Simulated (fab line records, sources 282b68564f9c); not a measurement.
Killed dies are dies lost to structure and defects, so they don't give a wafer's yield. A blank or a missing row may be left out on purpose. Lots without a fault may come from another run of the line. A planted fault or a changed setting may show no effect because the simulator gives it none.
Which tool did it? | flow rit_cmos | 14 lots, 42 wafers sampled, at 5 steps of a route of 202

WHAT THE GAUGES READ, wafer by wafer
The record holds no reading of a measuring or inspecting step that can be judged against a usual standard deviation.

WHICH TOOL RAN EACH LOT (tool, then ch and the chambers of the sampled wafers, then the start)
lot  | RIT_NRETRO_IMPLANT_08          | RIT_GATE_STRIP_20                   | RIT_CONTACT_STRIP_12                | RIT_M1_METAL_ETCH_12             | RIT_M1_PROBE_99
L762 | implanter-03 ch 0, day 2 07:37 | plasma_asher-01 ch 0,1, day 2 14:32 | plasma_asher-03 ch 0,1, day 3 05:59 | rie_metal-04 ch 0,1, day 3 08:25 | -
L763 | implanter-02 ch 0, day 2 10:52 | plasma_asher-01 ch 0,1, day 2 18:44 | plasma_asher-02 ch 1, day 3 10:40   | rie_metal-02 ch 0,1, day 3 13:06 | -
L764 | implanter-02 ch 0, day 2 18:07 | plasma_asher-04 ch 0,1, day 3 05:29 | plasma_asher-03 ch 0,1, day 3 20:26 | rie_metal-03 ch 0,1, day 3 23:01 | -
L766 | implanter-03 ch 0, day 3 04:36 | plasma_asher-01 ch 0,1, day 3 16:24 | plasma_asher-02 ch 0,1, day 4 08:36 | rie_metal-02 ch 0,1, day 4 11:08 | -
L767 | implanter-02 ch 0, day 3 09:46 | plasma_asher-04 ch 0,1, day 3 19:46 | plasma_asher-02 ch 0,1, day 4 11:46 | rie_metal-03 ch 0,1, day 4 14:19 | -
L768 | implanter-01 ch 0, day 3 13:49 | plasma_asher-03 ch 0,1, day 3 23:22 | plasma_asher-03 ch 0,1, day 4 16:42 | rie_metal-04 ch 0,1, day 4 19:15 | -
L769 | implanter-01 ch 0, day 3 19:06 | plasma_asher-03 ch 0,1, day 4 06:25 | plasma_asher-04 ch 0,1, day 4 21:33 | rie_metal-02 ch 0,1, day 4 23:59 | -
L770 | implanter-02 ch 0, day 4 03:41 | plasma_asher-04 ch 0,1, day 4 12:29 | plasma_asher-03 ch 0,1, day 5 04:59 | rie_metal-03 ch 0,1, day 5 07:32 | prober-01, day 5 09:47
L774 | implanter-03 ch 0, day 4 22:08 | plasma_asher-04 ch 0,1, day 5 05:43 | plasma_asher-03 ch 0,1, day 5 21:41 | rie_metal-04 ch 0,1, day 6 00:05 | prober-01, day 6 02:25
L775 | implanter-03 ch 0, day 5 03:06 | plasma_asher-04 ch 0,1, day 5 10:53 | plasma_asher-04 ch 0,1, day 6 04:16 | rie_metal-02 ch 0,1, day 6 06:40 | prober-02, day 6 08:55
L776 | implanter-03 ch 0, day 5 12:35 | plasma_asher-01 ch 0,1, day 6 00:58 | plasma_asher-03 ch 0,1, day 6 19:25 | rie_metal-02 ch 0,1, day 6 21:57 | prober-02, day 7 01:16
L777 | implanter-01 ch 0, day 5 15:43 | plasma_asher-03 ch 0,1, day 6 01:20 | plasma_asher-02 ch 0,1, day 6 18:56 | rie_metal-04 ch 0,1, day 6 21:28 | prober-01, day 6 23:46
L778 | implanter-01 ch 0, day 5 18:59 | plasma_asher-03 ch 0,1, day 6 07:53 | plasma_asher-04 ch 0,1, day 7 03:32 | rie_metal-04 ch 0,1, day 7 05:57 | -
L780 | implanter-03 ch 0, day 6 05:26 | plasma_asher-04 ch 0,1, day 6 20:10 | plasma_asher-02 ch 0,1, day 7 16:17 | rie_metal-03 ch 1, day 7 19:02   | -
- RIT_NRETRO_IMPLANT_08
- RIT_GATE_STRIP_20: strips in O2, time 180 s.
- RIT_CONTACT_STRIP_12: strips in O2, time 180 s.
- RIT_M1_METAL_ETCH_12: etches Al in Cl2/BCl3, stops on SiO2, time 165 s, target depth 600 nm.
- RIT_M1_PROBE_99

WHAT THE TOOLS THEMSELVES READ (means of the sampled wafers that have a number; where no wafer has one, the mark that the record gives instead)
RIT_NRETRO_IMPLANT_08.
lot  | tool         | beam_on_s (s) | dose_ions_cm2 | tilt_deg (degrees)
L762 | implanter-03 | 10.03         | 9.987e+12     | 6.983
L763 | implanter-02 | 9.99          | 1.000e+13     | 7.004
L764 | implanter-02 | 10.06         | 9.986e+12     | 7.007
L766 | implanter-03 | 10.05         | 9.994e+12     | 6.999
L767 | implanter-02 | 10.10         | 9.989e+12     | 7.000
L768 | implanter-01 | 9.84          | 9.992e+12     | 6.971
L769 | implanter-01 | 9.80          | 1.001e+13     | 6.974
L770 | implanter-02 | 9.94          | 1.000e+13     | 7.010
L774 | implanter-03 | 10.10         | 9.991e+12     | 7.012
L775 | implanter-03 | 10.07         | 1.000e+13     | 6.992
L776 | implanter-03 | 9.89          | 1.017e+13     | 7.010
L777 | implanter-01 | 10.06         | 9.988e+12     | 7.014
L778 | implanter-01 | 10.03         | 1.000e+13     | 6.971
L780 | implanter-03 | 10.01         | 1.018e+13     | 6.991

RIT_GATE_STRIP_20.
lot  | tool            | drypump_motor_current_A (A)
L762 | plasma_asher-01 | 5.7
L763 | plasma_asher-01 | 5.8
L764 | plasma_asher-04 | 5.6
L766 | plasma_asher-01 | 5.6
L767 | plasma_asher-04 | 5.9
L768 | plasma_asher-03 | 5.4
L769 | plasma_asher-03 | 5.9
L770 | plasma_asher-04 | 5.6
L774 | plasma_asher-04 | 5.6
L775 | plasma_asher-04 | 5.6
L776 | plasma_asher-01 | 5.6
L777 | plasma_asher-03 | 5.4
L778 | plasma_asher-03 | 5.4
L780 | plasma_asher-04 | 5.9

RIT_CONTACT_STRIP_12.
lot  | tool            | drypump_motor_current_A (A)
L762 | plasma_asher-03 | 5.4
L763 | plasma_asher-02 | 5.5
L764 | plasma_asher-03 | 5.9
L766 | plasma_asher-02 | 6.2
L767 | plasma_asher-02 | 6.2
L768 | plasma_asher-03 | 5.4
L769 | plasma_asher-04 | 5.9
L770 | plasma_asher-03 | 5.4
L774 | plasma_asher-03 | 5.4
L775 | plasma_asher-04 | 5.9
L776 | plasma_asher-03 | 5.4
L777 | plasma_asher-02 | 6.2
L778 | plasma_asher-04 | 5.8
L780 | plasma_asher-02 | 6.2

RIT_M1_METAL_ETCH_12.
lot  | tool         | drypump_motor_current_A (A) | oes_product_au (a.u.) | throttle_valve_pct (%)
L762 | rie_metal-04 | 5.8                         | 0.777                 | 8.20
L763 | rie_metal-02 | 6.1                         | 0.773                 | 8.34
L764 | rie_metal-03 | 6.1                         | 0.763                 | 8.40
L766 | rie_metal-02 | 6.0                         | 0.769                 | 8.34
L767 | rie_metal-03 | 6.0                         | 0.765                 | 8.35
L768 | rie_metal-04 | 5.8                         | 0.765                 | 8.20
L769 | rie_metal-02 | 6.0                         | 0.756                 | 8.36
L770 | rie_metal-03 | 6.1                         | 0.772                 | 8.39
L774 | rie_metal-04 | 5.8                         | 0.766                 | 8.20
L775 | rie_metal-02 | 6.0                         | 0.768                 | 8.35
L776 | rie_metal-02 | 6.0                         | 0.757                 | 8.36
L777 | rie_metal-04 | 5.4                         | 0.763                 | 8.22
L778 | rie_metal-04 | 5.4                         | 0.768                 | 8.22
L780 | rie_metal-03 | 6.1                         | 0.767                 | 8.42

RIT_M1_PROBE_99.
lot  | tool      | killed_at_contacts | killed_at_front_end | killed_dies | killed_open | killed_short
L770 | prober-01 | 0.3                | 10                  | 10          | 4.3         | 6.0
L774 | prober-01 | 0.0                | 7                   | 7           | 3.3         | 3.3
L775 | prober-02 | 0.0                | 5                   | 5           | 2.3         | 3.0
L776 | prober-02 | 0.0                | 7                   | 7           | 1.3         | 4.7
L777 | prober-01 | 0.0                | 11                  | 11          | 5.7         | 5.3

THE ANSWER, worked out from the rows above alone
Rule: what is usual is taken from the lots themselves. Put in order of their means at a reading, lots are off if they are a third of the lots or fewer, leave a main group of 4 or more, and stand apart from it by a gap of 3 or more times the standard deviation of the main group's means; of several such gaps the widest counts. A main group whose means are all the same, to the digits that the tables above print for the reading, isn't used. A lot without any number at a reading at which 4 lots or more have one is off too. The other lots that the step has rows for count as sound. The gauges are gone through in route order, then the tools' own readings, and for those a lot's mean is taken as printed above. The first step at which some lot is off is used, and at that step the reading that is off furthest; a lot without a number counts as furthest.
Off: L776, L780, at RIT_NRETRO_IMPLANT_08 (dose_ions_cm2). The main group: mean 9.995e+12, standard deviation 7e+09.
A tool fits if, at that step or a process step before it, it ran every lot that is off, and no sound lot after the first of them. One fits: implanter-03 at RIT_NRETRO_IMPLANT_08. Its last sound lot is L775 (day 5 03:06), its first lot that is off L776 (day 5 12:35): a fault that began between those two fits.
The tool's own readings at RIT_NRETRO_IMPLANT_08 bear it out: on the lots that are off they differ by more than 5 times the standard deviation of the sound lots' means. dose_ions_cm2 reads 1.018e+13 there against 9.995e+12 on the sound lots.

WHAT THE SIMULATOR HAD PUT IN
Process parameter drift: implanter-03, from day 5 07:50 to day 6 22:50, at RIT_NRETRO_IMPLANT_08. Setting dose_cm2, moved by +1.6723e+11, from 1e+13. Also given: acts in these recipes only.
Lots struck among those shown: L776, L780. The rule above found the same.
